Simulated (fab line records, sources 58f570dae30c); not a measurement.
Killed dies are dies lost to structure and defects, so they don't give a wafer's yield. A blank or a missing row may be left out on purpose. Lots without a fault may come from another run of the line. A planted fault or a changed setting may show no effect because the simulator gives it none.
One fault seen from 2 desks | flow berkeley_cmos170 | each desk has only its own numbers; what lay behind them comes last

THE TOOL OWNER'S DESK: lpcvd-02
The tool's own readings at UCB170_PWELL_CVD_05 (deposits Si3N4 from SiH2Cl2/NH3, target thk 220 nm, time 3300 s): means of the sampled wafers that have a number, for each lot that ran on this tool. A lot is out of limits, marked OUT, if its mean lies more than 4 standard deviations from the usual mean; the brackets give that distance.
Columns: A = spike_tc_centre_C at UCB170_PWELL_CVD_05, usual 801.6 C; B = spike_tc_load_C at UCB170_PWELL_CVD_05, usual 823.4 C; C = spike_tc_source_C at UCB170_PWELL_CVD_05, usual 820 C; D = susceptor_temp_C at UCB170_PWELL_CVD_05, usual 800.0 C; E = zone_power_centre_pct at UCB170_PWELL_CVD_05, usual 38.6 %
lot  | first seen here | A               | B               | C              | D               | E
L363 | day 3 13:38     | 801.5           | 822.2           | 821            | 800.0           | 38.8
L364 | day 3 13:38     | 800.8           | 823.5           | 822            | 799.8           | 42.3
L372 | day 5 15:31     | 799.7           | 823.7           | 823            | 800.4           | 42.1
L373 | day 5 15:31     | 798.3           | 822.5           | 823            | 800.1           | 42.1
L374 | day 6 09:22     | 820.7 (+13) OUT | 843.8 (+12) OUT | 844 (+5.8) OUT | 820.9 (+57) OUT | 43.5
L376 | day 6 09:22     | 821.4 (+13) OUT | 844.2 (+12) OUT | 844 (+5.9) OUT | 820.4 (+55) OUT | 43.6
This desk's finding: out of limits on L374, L376; first on L374, day 6 09:22 (spike_tc_centre_C at UCB170_PWELL_CVD_05). In limits: L363, L364, L372, L373.

THE METROLOGY DESK
What the gauges read, lot by lot, whatever tool the lot ran on: means of the sampled wafers that have a number. A lot is out of limits, marked OUT, if its mean lies more than 4 standard deviations from the usual mean; the brackets give that distance.
Columns: A = NWELL_NITRIDE_THK at UCB170_NWELL_THK_MEAS_05, usual 223.6 nm; B = PWELL_NITRIDE_THK at UCB170_PWELL_THK_MEAS_06, usual 219.6 nm; C = PWELL_OVL at UCB170_PWELL_OVL_MEAS_13, usual 0 nm
lot  | first seen here | A     | B               | C
L363 | day 2 20:16     | 219.3 | 220.4           | -1
L364 | day 2 20:16     | 223.0 | 223.8           | -4
L365 | day 3 04:06     | 224.9 | 219.0           | 4
L367 | day 3 11:29     | 222.0 | 219.4           | -0
L368 | day 3 18:21     | 223.3 | 219.0           | 0
L369 | day 4 02:01     | 221.7 | 217.9           | -2
L372 | day 4 17:00     | 225.1 | 217.7           | 4
L373 | day 4 17:04     | 226.3 | 222.4           | 0
L374 | day 5 01:49     | 225.1 | 316.5 (+42) OUT | -7
L376 | day 5 07:34     | 220.7 | 318.5 (+43) OUT | 9
L377 | day 5 21:10     | 221.5 | 216.0           | -3
L378 | day 5 21:10     | 224.1 | 222.5           | -2
L379 | day 6 07:41     | 225.3 | 221.1           | -0
L385 | day 7 03:07     | 224.0 | 218.1           | -2
This desk's finding: out of limits on L374, L376; first on L376, day 6 11:17 (PWELL_NITRIDE_THK at UCB170_PWELL_THK_MEAS_06). In limits: L363, L364, L365, L367, L368, L369, L372, L373, L377, L378, L379, L385.

PUT TOGETHER
The tool owner's desk could have raised an alarm at day 6 09:22, on L374, L376.
The metrology desk could have raised an alarm at day 6 11:17, on L374, L376.
Of the lots named, all ran UCB170_PWELL_CVD_05 on lpcvd-02.

WHAT THE SIMULATOR HAD PUT IN
Process parameter drift: lpcvd-02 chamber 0, from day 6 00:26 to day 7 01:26, at UCB170_PWELL_CVD_05. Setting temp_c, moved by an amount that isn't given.
Lots struck among those shown: L374, L376.
Hours from the fault's start to each desk's first reading out of limits: the tool owner's desk, 9; the metrology desk, 11.
